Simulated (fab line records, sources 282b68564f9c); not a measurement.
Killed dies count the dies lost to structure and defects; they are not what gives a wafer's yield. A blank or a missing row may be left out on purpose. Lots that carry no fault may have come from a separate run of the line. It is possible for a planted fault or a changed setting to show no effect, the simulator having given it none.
Problem report in the 8D (eight disciplines) form, filled by code -- flow ritCmos -- the parts of the form that need people (team, actions taken, sign-off) are left out

== 1. PROBLEM STATEMENT ==
tiltDeg at RIT_NWELL_IMPLANT_08 reads a mean of 8.470 degrees on 6 wafers of 2 lots; wafers without a fault read 6.999 degrees with a standard deviation of 0.019. Measured from the usual mean, that is +77 standard deviations.
Earliest sighting: wafer L499.1 on implanter-03 at day 4 10:23. Wafers with a number at this step in the record: 42, from 14 lots. By rule, "out" or "out of limits" means more than 4 standard deviations away from the usual mean. The rest of the wafers with a number are treated as sound.

== 2. WHAT IT IS; WHAT IT IS NOT ==
question,is,is not
which readings at this step,tiltDeg,-
which lots,"L499, L501","L488, L489, L491, L493, L494, L495, L496, L500, L507, L508, L509, L510"
which wafers of those lots,all that have a number,-
read on which tools,implanter-03,"implanter-01, implanter-02"
when,from day 4 10:23,"up to then (21 sound wafers); but 15 sound wafers of L500, L507, L508, L509, L510 came after"

== 3. SUSPECTS, AND WHAT RULES EACH OUT ==
Counting: a tool at any process step up to the reading remains a suspect when it ran all the lots that are out and ran no sound lot after the first of those.
- implanter-03 at RIT_NWELL_IMPLANT_08: kept. All lots that are out passed through it, beginning with L499 at day 4 10:23, and no sound lot followed; its final sound lot before that point was L494 at day 3 08:35. On those wafers its own readings are out: tiltDeg.
Left after counting: implanter-03 at RIT_NWELL_IMPLANT_08.

== 4. THE CAUSE (what the simulator had put in) ==
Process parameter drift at RIT_NWELL_IMPLANT_08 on implanter-03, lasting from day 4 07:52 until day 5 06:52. The setting tiltDeg was moved by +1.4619, starting from 7. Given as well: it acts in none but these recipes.
Counting left only this tool.

== 5. THE CHAIN OF EFFECTS, in route order ==
One row per reading whose mean, taken over the struck wafers that have a number, lies over 3 standard deviations from the usual. Scope: only readings with a usual standard deviation given in the record; hours: median across lots of the time from each lot's start at the first step in this table that gives one to its start at this step; sigmas: change in usual standard deviations.
hours,step,reading,usual,on struck wafers,change,sigmas
0,RIT_NWELL_IMPLANT_08,tiltDeg,6.999 degrees,8.470,+1.471,+77
It contains these process steps:
- RIT_NWELL_IMPLANT_08

== 6. HOW IT WOULD HAVE BEEN CAUGHT EARLIER ==
In this record the first reading out of limits was taken at day 4 10:23, 3 hours after the fault began at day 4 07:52.
